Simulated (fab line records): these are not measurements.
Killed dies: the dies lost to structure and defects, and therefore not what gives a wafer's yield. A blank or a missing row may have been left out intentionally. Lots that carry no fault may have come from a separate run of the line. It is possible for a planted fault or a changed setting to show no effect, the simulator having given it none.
Which tool is to blame? | flow rit-cmos | 14 lots with 42 wafers sampled at 2 steps, on a route of 202 steps

== WHAT THE GAUGES READ, wafer by wafer ==
The record holds no reading of a measuring or inspecting step that can be judged against a usual standard deviation.

== WHICH TOOL RAN EACH LOT (tool, then ch and the chambers of the sampled wafers, then the start) ==
lot  | RIT_SILICIDE_SPUTTER_01     | RIT_M1_PROBE_99
L409 | pvd-sputter-02, day 3 06:19 | -
L410 | pvd-sputter-03, day 3 09:01 | -
L411 | pvd-sputter-02, day 3 18:16 | -
L412 | pvd-sputter-03, day 3 21:08 | -
L413 | pvd-sputter-02, day 4 00:55 | -
L418 | pvd-sputter-03, day 5 06:02 | -
L420 | pvd-sputter-03, day 5 11:14 | prober-02, day 5 18:38
L422 | pvd-sputter-03, day 5 22:41 | prober-02, day 6 05:43
L425 | pvd-sputter-02, day 6 13:54 | -
L427 | pvd-sputter-01, day 7 01:42 | -
L428 | pvd-sputter-02, day 7 03:28 | -
L430 | pvd-sputter-02, day 7 12:47 | -
L431 | pvd-sputter-02, day 7 22:58 | -
L432 | pvd-sputter-01, day 8 03:26 | -
- RIT_SILICIDE_SPUTTER_01: material Ti, target thk 30 nm, time 240 s.
- RIT_M1_PROBE_99

== AS READ BY THE TOOLS THEMSELVES (means over the sampled wafers that have a number; for cases with no such wafer, the mark the record gives instead) ==
RIT_SILICIDE_SPUTTER_01.
lot  | tool           | throttle-valve-pct (%)
L409 | pvd-sputter-02 | 30.8
L410 | pvd-sputter-03 | 30.9
L411 | pvd-sputter-02 | 30.5
L412 | pvd-sputter-03 | 30.7
L413 | pvd-sputter-02 | 30.9
L418 | pvd-sputter-03 | 29.3
L420 | pvd-sputter-03 | 30.1
L422 | pvd-sputter-03 | 30.7
L425 | pvd-sputter-02 | 29.8
L427 | pvd-sputter-01 | 29.2
L428 | pvd-sputter-02 | 30.5
L430 | pvd-sputter-02 | 29.6
L431 | pvd-sputter-02 | 30.2
L432 | pvd-sputter-01 | 29.9

RIT_M1_PROBE_99.
lot  | tool      | killed-at-contacts | killed-at-front-end | killed-dies | killed-on-rim | killed-open | killed-short
L420 | prober-02 | 0.3                | 32                  | 33          | 7.3           | 2.3         | 1.7
L422 | prober-02 | 0.7                | 34                  | 35          | 5.0           | 4.0         | 4.7

== THE ANSWER, worked out from the rows above alone ==
Rule: usual is defined by the lots themselves. The widest of any qualifying gaps counts: lots, ordered by their means at a reading, are off when they make up no more than a third of the lots, leave a main group of 4 or more, and stand apart from it by 3 or more times the standard deviation of that group's means. Not used: any main group whose means are identical at the precision the tables above print for the reading. A lot without any number at a reading at which 4 lots or more have one is off too. Any other lot the step has rows for is counted as sound. After the gauges, taken in route order, come the tools' own readings; for these a lot's mean is taken, as printed above. The first step at which some lot is off is used, and at that step the reading that is off furthest; a lot without a number counts as furthest.
Across all readings shown, no lot is off: no conclusion can be drawn from this.

== WHAT THE SIMULATOR HAD INSERTED ==
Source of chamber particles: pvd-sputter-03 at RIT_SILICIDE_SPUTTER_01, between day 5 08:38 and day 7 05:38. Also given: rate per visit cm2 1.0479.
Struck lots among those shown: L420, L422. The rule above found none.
